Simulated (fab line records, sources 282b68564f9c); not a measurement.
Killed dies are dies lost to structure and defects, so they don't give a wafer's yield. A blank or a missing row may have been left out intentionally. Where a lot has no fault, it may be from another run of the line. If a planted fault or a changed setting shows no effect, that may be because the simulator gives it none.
Which tool is to blame? + flow ritCmos + 14 lots with 42 wafers sampled at 2 steps, on a route of 202 steps

## WHAT THE GAUGES READ, wafer by wafer
RIT_ACTIVE_THK_MEAS_04. Usual: ACTIVE_NITRIDE_THK gives 150.1 nm (standard deviation 1.4).
| lot  | measured    | on           | ACTIVE_NITRIDE_THK (nm) | flag |
|------|-------------|--------------|-------------------------|------|
| L204 | day 1 13:32 | filmMetro-02 | 150.0 149.6 151.4       |      |
| L205 | day 1 20:01 | filmMetro-03 | 149.1 150.2 149.1       |      |
| L206 | day 1 23:32 | filmMetro-02 | 150.3 150.2 151.7       |      |
| L213 | day 3 10:32 | filmMetro-01 | 151.1 151.5 151.3       |      |
| L214 | day 3 16:10 | filmMetro-03 | 150.5 150.0 150.1       |      |
| L215 | day 3 20:51 | filmMetro-03 | 152.0 150.7 152.5       |      |
| L216 | day 4 03:51 | filmMetro-03 | 150.5 150.1 150.7       |      |
| L217 | day 4 06:56 | filmMetro-01 | 150.4 150.1 149.0       |      |
| L219 | day 4 17:44 | filmMetro-02 | 151.4 152.0 151.0       |      |
| L221 | day 5 03:01 | filmMetro-02 | 135.4 133.9 135.1       | OFF  |
| L222 | day 5 07:32 | filmMetro-02 | 134.6 133.9 133.7       | OFF  |
| L225 | day 5 23:17 | filmMetro-01 | 150.7 150.2 150.0       |      |
| L226 | day 6 05:43 | filmMetro-03 | 149.0 149.3 149.2       |      |
| L227 | day 6 09:59 | filmMetro-02 | 147.3 147.7 145.6       |      |

## TOOL THAT RAN EACH LOT (tool first, then ch and the chambers of the sampled wafers, then the start)
| lot  | RIT_ACTIVE_CVD_03          |
|------|----------------------------|
| L204 | lpcvd-02 ch 1, day 1 12:07 |
| L205 | lpcvd-01 ch 0, day 1 18:36 |
| L206 | lpcvd-01 ch 0, day 1 22:07 |
| L213 | lpcvd-01 ch 1, day 3 09:07 |
| L214 | lpcvd-01 ch 0, day 3 14:45 |
| L215 | lpcvd-02 ch 0, day 3 19:26 |
| L216 | lpcvd-01 ch 0, day 4 01:43 |
| L217 | lpcvd-02 ch 1, day 4 05:30 |
| L219 | lpcvd-02 ch 1, day 4 16:19 |
| L221 | lpcvd-02 ch 1, day 5 01:36 |
| L222 | lpcvd-02 ch 1, day 5 06:07 |
| L225 | lpcvd-01 ch 0, day 5 21:09 |
| L226 | lpcvd-01 ch 1, day 6 03:35 |
| L227 | lpcvd-01 ch 1, day 6 08:35 |
- RIT_ACTIVE_CVD_03: deposits Si3N4 from SiH2Cl2/NH3, target thk 150 nm, time 1500 s.

## AS READ BY THE TOOLS THEMSELVES (means over the sampled wafers that have a number; for cases with no such wafer, the mark the record gives instead)
RIT_ACTIVE_CVD_03. Usual: spikeTcCentreC 812.4 C, standard deviation 1.1; spikeTcSourceC 831.4 C, standard deviation 1.4; susceptorTempC 810.0 C, standard deviation 0.32.
| lot  | tool     | spikeTcCentreC (C) | spikeTcSourceC (C) | susceptorTempC (C) | flag |
|------|----------|--------------------|--------------------|--------------------|------|
| L204 | lpcvd-02 | 812.2              | 831.2              | 809.7              |      |
| L205 | lpcvd-01 | 812.1              | 832.3              | 809.9              |      |
| L206 | lpcvd-01 | 812.8              | 832.3              | 810.4              |      |
| L213 | lpcvd-01 | 810.5              | 831.0              | 810.0              |      |
| L214 | lpcvd-01 | 812.5              | 831.8              | 810.2              |      |
| L215 | lpcvd-02 | 811.7              | 832.9              | 810.0              |      |
| L216 | lpcvd-01 | 813.2              | 831.8              | 810.1              |      |
| L217 | lpcvd-02 | 811.9              | 829.8              | 809.9              |      |
| L219 | lpcvd-02 | 811.3              | 830.8              | 809.9              |      |
| L221 | lpcvd-02 | 805.4              | 822.0              | 803.0              | OFF  |
| L222 | lpcvd-02 | 806.1              | 823.2              | 802.7              | OFF  |
| L225 | lpcvd-01 | 812.2              | 832.0              | 810.2              |      |
| L226 | lpcvd-01 | 810.5              | 832.8              | 809.9              |      |
| L227 | lpcvd-01 | 812.0              | 830.7              | 810.3              |      |

## THE ANSWER, worked out from the rows above alone
Rule: a lot is off if the mean of its wafers that have a number lies more than 3 standard deviations from the usual mean. A lot without any number at a reading at which 4 lots or more have one is off too. Where the step has rows for the other lots, those lots are counted as sound. First the gauges in route order, then the tools' own readings, where a lot's mean is used as printed above. At the first step where some lot is off, the reading lying furthest off is the one used; lots without a number count as furthest.
Off: at RIT_ACTIVE_THK_MEAS_04 (ACTIVE_NITRIDE_THK), L221, L222.
A tool fits if, at a process step before that reading, it ran every lot that is off, and no sound lot after the first of them. Not tried: the gauges at RIT_ACTIVE_THK_MEAS_04; whatever is off there is also off at RIT_ACTIVE_CVD_03, on other tools, and gauge error can't account for it. One fits: lpcvd-02 at RIT_ACTIVE_CVD_03. Its last sound lot is L219 (day 4 16:19), its first lot that is off L221 (day 5 01:36): a fault that began between those two fits.
The tool's own readings at RIT_ACTIVE_CVD_03 bear it out: on the lots that are off they differ by more than 5 times the standard deviation of the sound lots' means. spikeTcCentreC reads 805.8 C there against 811.9 C on the sound lots; spikeTcSourceC reads 822.6 C there against 831.6 C on the sound lots; susceptorTempC reads 802.9 C there against 810.0 C on the sound lots.

## WHAT THE SIMULATOR HAD PUT IN
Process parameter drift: lpcvd-02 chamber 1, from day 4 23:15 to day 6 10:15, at RIT_ACTIVE_CVD_03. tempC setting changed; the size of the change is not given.
Struck lots among those shown: L221, L222. Same finding as the rule above.
